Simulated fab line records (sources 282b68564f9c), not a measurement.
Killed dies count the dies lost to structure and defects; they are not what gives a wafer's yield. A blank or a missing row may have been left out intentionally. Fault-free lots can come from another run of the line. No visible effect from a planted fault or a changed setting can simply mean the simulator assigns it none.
Check of tool commonality :: flow rit-cmos :: Sample size 14 lots and 48 wafers

WHAT PROMPTED THE OPENING
At RIT_NRETRO_TW_MEAS_10 the reading NRETRO_TW is flagged on 2 of 14 lots. Wafers without a fault read 1065, standard deviation 5.6.
Rule: a lot is flagged when every wafer of it that has a number lies more than 4 standard deviations from that mean, or none has a number. The other lots count as sound.

lot: L111
measured: day 2 14:23
on: film-metro-01
NRETRO_TW, wafer by wafer: 1062 1070 1063
flag: 

lot: L112
measured: day 2 17:44
on: film-metro-02
NRETRO_TW, wafer by wafer: 1061 1060 1053
flag: 

lot: L113
measured: day 2 22:33
on: film-metro-02
NRETRO_TW, wafer by wafer: 1058 1065 1065
flag: 

lot: L114
measured: day 3 02:32
on: film-metro-04
NRETRO_TW, wafer by wafer: 1065 1070 1074
flag: 

lot: L116
measured: day 3 13:51
on: film-metro-04
NRETRO_TW, wafer by wafer: 1071 1068 1066
flag: 

lot: L117
measured: day 3 18:55
on: film-metro-01
NRETRO_TW, wafer by wafer: 1062 1062 1063
flag: 

lot: L119
measured: day 4 03:13
on: film-metro-04
NRETRO_TW, wafer by wafer: 1075 1074 1074
flag: 

lot: L120
measured: day 4 08:26
on: film-metro-04
NRETRO_TW, wafer by wafer: 1075 1071 1077
flag: 

lot: L121
measured: day 4 17:22
on: film-metro-02
NRETRO_TW, wafer by wafer: 1070 1062 1070
flag: 

lot: L122
measured: day 5 00:29
on: film-metro-02
NRETRO_TW, wafer by wafer: 1327 1328 1325 1329 1317 1326
flag: FLAGGED

lot: L123
measured: day 5 04:37
on: film-metro-02
NRETRO_TW, wafer by wafer: 1053 1056 1057
flag: 

lot: L124
measured: day 5 12:20
on: film-metro-02
NRETRO_TW, wafer by wafer: 1060 1058 1062
flag: 

lot: L127
measured: day 6 05:49
on: film-metro-01
NRETRO_TW, wafer by wafer: 1339 1336 1333 1336 1339 1333
flag: FLAGGED

lot: L134
measured: day 7 06:20
on: film-metro-01
NRETRO_TW, wafer by wafer: 1056 1066 1067
flag: 
Average over the flagged lots: 1331; offset from the usual +266, equal to +47 standard deviations.

TOOL THAT RAN EACH LOT
The record keeps 1 process step preceding the reading, out of 202 steps on the route. Cell contents, in order: the tool; ch with the chambers the sampled wafers went through; the start.
lot: L111
flag: 
RIT_NRETRO_IMPLANT_08: implanter-03 ch 0, day 2 14:05

lot: L112
flag: 
RIT_NRETRO_IMPLANT_08: implanter-04 ch 0, day 2 17:24

lot: L113
flag: 
RIT_NRETRO_IMPLANT_08: implanter-02 ch 0, day 2 22:13

lot: L114
flag: 
RIT_NRETRO_IMPLANT_08: implanter-03 ch 0, day 3 02:15

lot: L116
flag: 
RIT_NRETRO_IMPLANT_08: implanter-03 ch 0, day 3 13:33

lot: L117
flag: 
RIT_NRETRO_IMPLANT_08: implanter-02 ch 0, day 3 18:36

lot: L119
flag: 
RIT_NRETRO_IMPLANT_08: implanter-04 ch 0, day 4 02:55

lot: L120
flag: 
RIT_NRETRO_IMPLANT_08: implanter-02 ch 0, day 4 08:09

lot: L121
flag: 
RIT_NRETRO_IMPLANT_08: implanter-04 ch 0, day 4 17:02

lot: L122
flag: FLAGGED
RIT_NRETRO_IMPLANT_08: implanter-02 ch 0, day 4 23:49

lot: L123
flag: 
RIT_NRETRO_IMPLANT_08: implanter-03 ch 0, day 5 04:18

lot: L124
flag: 
RIT_NRETRO_IMPLANT_08: implanter-03 ch 0, day 5 12:01

lot: L127
flag: FLAGGED
RIT_NRETRO_IMPLANT_08: implanter-02 ch 0, day 6 05:11

lot: L134
flag: 
RIT_NRETRO_IMPLANT_08: implanter-04 ch 0, day 7 06:02
These steps, and what they do:
- RIT_NRETRO_IMPLANT_08
- RIT_NRETRO_TW_MEAS_10

FLAGGED AGAINST TOTAL, ONE TOOL AT A TIME (gauges that did the reading follow at the end)
step: RIT_NRETRO_IMPLANT_08
tool: implanter-02
lots run: 5
flagged: 2
share of the flagged lots: all
sound lots run after its first flagged lot: 0

step: RIT_NRETRO_IMPLANT_08
tool: implanter-03
lots run: 5
flagged: 0
share of the flagged lots: none
sound lots run after its first flagged lot: -

step: RIT_NRETRO_IMPLANT_08
tool: implanter-04
lots run: 4
flagged: 0
share of the flagged lots: none
sound lots run after its first flagged lot: -

step: RIT_NRETRO_TW_MEAS_10
tool: film-metro-01
lots run: 4
flagged: 1
share of the flagged lots: some
sound lots run after its first flagged lot: 1 (L134)

step: RIT_NRETRO_TW_MEAS_10
tool: film-metro-02
lots run: 6
flagged: 1
share of the flagged lots: some
sound lots run after its first flagged lot: 2 (L123,L124)

step: RIT_NRETRO_TW_MEAS_10
tool: film-metro-04
lots run: 4
flagged: 0
share of the flagged lots: none
sound lots run after its first flagged lot: -

WHAT IS ALLOWED BY THE TABLE
1 row of the table ran every flagged lot: implanter-02 at RIT_NRETRO_IMPLANT_08.
- implanter-02 at RIT_NRETRO_IMPLANT_08: 2 of its 5 lots flagged. A fault beginning between L120 (day 4 08:09), its last sound lot, and L122 (day 4 23:49), its first flagged one, fits the data.
Left over: one tool, implanter-02 at RIT_NRETRO_IMPLANT_08.

WHAT WAS PUT IN BY THE SIMULATOR
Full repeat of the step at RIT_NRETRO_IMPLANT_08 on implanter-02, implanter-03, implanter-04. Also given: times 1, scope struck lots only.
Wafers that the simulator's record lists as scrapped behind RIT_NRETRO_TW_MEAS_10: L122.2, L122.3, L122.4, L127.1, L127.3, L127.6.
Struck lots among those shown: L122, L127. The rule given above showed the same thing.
